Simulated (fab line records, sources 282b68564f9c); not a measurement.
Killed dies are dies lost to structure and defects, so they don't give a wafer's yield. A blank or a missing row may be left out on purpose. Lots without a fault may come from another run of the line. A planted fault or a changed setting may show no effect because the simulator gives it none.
A struck lot beside a sound one | flow rit_cmos | 30 steps out of a route of 202
Sound: wafers L946.1, L946.2, L946.3. Struck: wafers L947.3, L947.4, L947.5. The cause comes at the end.
At each step with rows: each side's tool, then ch and its chambers, then its first start. Under that, the readings that differ: sound wafers | struck wafers | difference of the means | sigmas: that difference in standard deviations of wafers without a fault.
alike: readings whose means differ by less than 2 such deviations, and words and numbers that are the same on both sides. not compared: withheld readings, readings that some wafer has no value for, bounds like >300 that may hide the same value, and numbers for which the record gives no deviation and whose values overlap.
The two part at a step that has a row with sigmas, a row that says differs or no value, or rows on one side only. Numbers that don't overlap but have no deviation are shown without sigmas and don't part them. A reading that every wafer of one side lacks parts them only if that side has two wafers or more.

RIT_FOX2_THK_MEAS_01:
  sound on film_metro-03, day 3 22:04; struck on film_metro-02, day 4 02:55
  reading             | sound       | struck      | difference | sigmas
  FOX2_OXIDE_THK (nm) | 337 333 338 | 356 354 351 | +18        | +3
then, 2 steps without rows for these wafers: RIT_FOX2_CLEAN_02 (cleans in dHF, time 180 s); RIT_FOX2_WET_ETCH_03 (etches Si3N4 in H3PO4, target depth 195 nm, time 2700 s).
RIT_FOX2_THK_MEAS_90:
  sound on film_metro-02, day 3 22:57; struck on film_metro-03, day 4 03:52
  reading                     | sound       | struck      | difference | sigmas
  FIELD_OXIDE_LEFT_1_THK (nm) | 310 305 311 | 328 326 323 | +17        | +3
then, 6 steps without rows for these wafers: RIT_NWELL_HMDS_00 (prime time 60 s); RIT_NWELL_COAT_01 (resist thk 1300 nm); RIT_NWELL_SOFTBAKE_02 (time 60 s); RIT_NWELL_EXPOSE_03 (exposes mask M2, target cd 43900 nm); RIT_NWELL_PEB_04; RIT_NWELL_DEVELOP_05 (develop time 68 s).
RIT_NWELL_OVL_MEAS_06:
  sound on overlay-01, day 4 00:01; struck on overlay-02, day 4 04:55
  alike: NWELL_OVL
then, 1 step without rows for these wafers: RIT_NWELL_HARDBAKE_07 (time 120 s).
RIT_NWELL_IMPLANT_08:
  sound on implanter-03 ch 0, day 4 00:18; struck on implanter-03 ch 0, day 4 05:15
  reading            | sound                         | struck                        | difference | sigmas
  dose_ions_cm2      | 5.008e+13 5.006e+13 5.002e+13 | 8.006e+13 7.996e+13 8.006e+13 | +2.997e+13 | +99 or more
  faraday_current_uA | 158 156 159                   | 247 257 255                   | +95        | +28
  alike: beam_energy_keV
RIT_NWELL_STRIP_09: strips in O2, time 180 s.
  sound on plasma_asher-04 ch 0,1, day 4 00:27; struck on plasma_asher-02 ch 0,1, day 4 05:24
  alike: drypump_motor_current_A, o2_flow_sccm
  not compared: rf_hours_counter_h
RIT_NWELL_TW_MEAS_10:
  sound on film_metro-03, day 4 00:41; struck on film_metro-01, day 4 05:32
  reading  | sound          | struck         | difference | sigmas
  NWELL_TW | 2121 2128 2114 | 2457 2455 2468 | +339       | +26
then, 6 steps without rows for these wafers: RIT_PWELL_HMDS_00 (prime time 60 s); RIT_PWELL_COAT_01 (resist thk 1300 nm); RIT_PWELL_SOFTBAKE_02 (time 60 s); RIT_PWELL_EXPOSE_03 (exposes mask M3, target cd 43700 nm); RIT_PWELL_PEB_04; RIT_PWELL_DEVELOP_05 (develop time 68 s).
RIT_PWELL_OVL_MEAS_06:
  sound on overlay-01, day 4 01:44; struck on overlay-01, day 4 06:36
  alike: PWELL_OVL
then, 2 steps without rows for these wafers: RIT_PWELL_HARDBAKE_07 (time 120 s); RIT_PWELL_IMPLANT_08.
RIT_PWELL_STRIP_09: strips in O2, time 180 s.
  sound on plasma_asher-04 ch 0,1, day 4 02:30; struck on plasma_asher-03 ch 0,1, day 4 07:05
  alike: drypump_motor_current_A, o2_flow_sccm
  not compared: rf_hours_counter_h
RIT_PWELL_TW_MEAS_10:
  sound on film_metro-03, day 4 02:41; struck on film_metro-04, day 4 07:13
  alike: PWELL_TW
then, 1 step without rows for these wafers: RIT_WELLDRIVE_ANNEAL_00 (time 14700 s).
RIT_WELLDRIVE_RS_MEAS_01: measures by four-point-probe.
  sound on film_metro-04, day 4 07:49; struck on film_metro-03, day 4 12:57
  reading           | sound             | struck            | difference | sigmas
  NWELL_RS (ohm/sq) | 275.9 275.2 275.8 | 208.3 208.0 207.5 | -67.7      | -89
RIT_WELLDRIVE_RS_MEAS_02: measures by four-point-probe.
  sound on film_metro-04, day 4 07:56; struck on film_metro-03, day 4 13:04
  alike: PWELL_RS
RIT_M1_PROBE_99:
  sound on prober-01, day 5 13:32; struck on prober-02, day 5 21:05
  reading                                 | sound             | struck            | difference | sigmas
  killed_at_M0_to_M3                      | 0 0 0             | 0 0 1             | +0         | +3
  killed_open                             | 3 3 0             | 3 6 8             | +4         | +2
  model.etest.pmos_0p3.r_on_ohm_um        | 6414 6453 6485    | 7085 7045 6988    | +589       |
  model.etest.pmos_turned.r_on_ohm_um     | 3526 3540 3466    | 3901 3849 3921    | +380       |
  model.etest.pmos_0p15.r_on_ohm_um       | 2841 2813 2827    | 3033 2959 2996    | +169       |
  model.etest.nwell_pinched.rs_ohm_sq     | 340.6 338.1 340.3 | 251.3 250.2 250.9 | -88.9      |
  model.etest.well_edge_left.line_ohm_um  | 184.2 181.4 182.7 | 130.7 131.1 132.1 | -51.5      |
  model.etest.well_edge_right.line_ohm_um | 184.9 182.6 181.1 | 131.8 130.6 132.1 | -51.4      |
  model.etest.pmos_0p15.drive_ua_um       | 251.2 249.7 249.6 | 220.2 222.3 223.7 | -28.1      |
  model.etest.pmos_turned.drive_ua_um     | 182.9 181.4 188.2 | 149.7 155 150.5   | -32.4      |
  alike: killed_at_contacts, killed_at_front_end, killed_dies, killed_short

WHERE THEY PART
First at RIT_FOX2_THK_MEAS_01; last, within this record, at RIT_M1_PROBE_99.

WHY: what the simulator had put in
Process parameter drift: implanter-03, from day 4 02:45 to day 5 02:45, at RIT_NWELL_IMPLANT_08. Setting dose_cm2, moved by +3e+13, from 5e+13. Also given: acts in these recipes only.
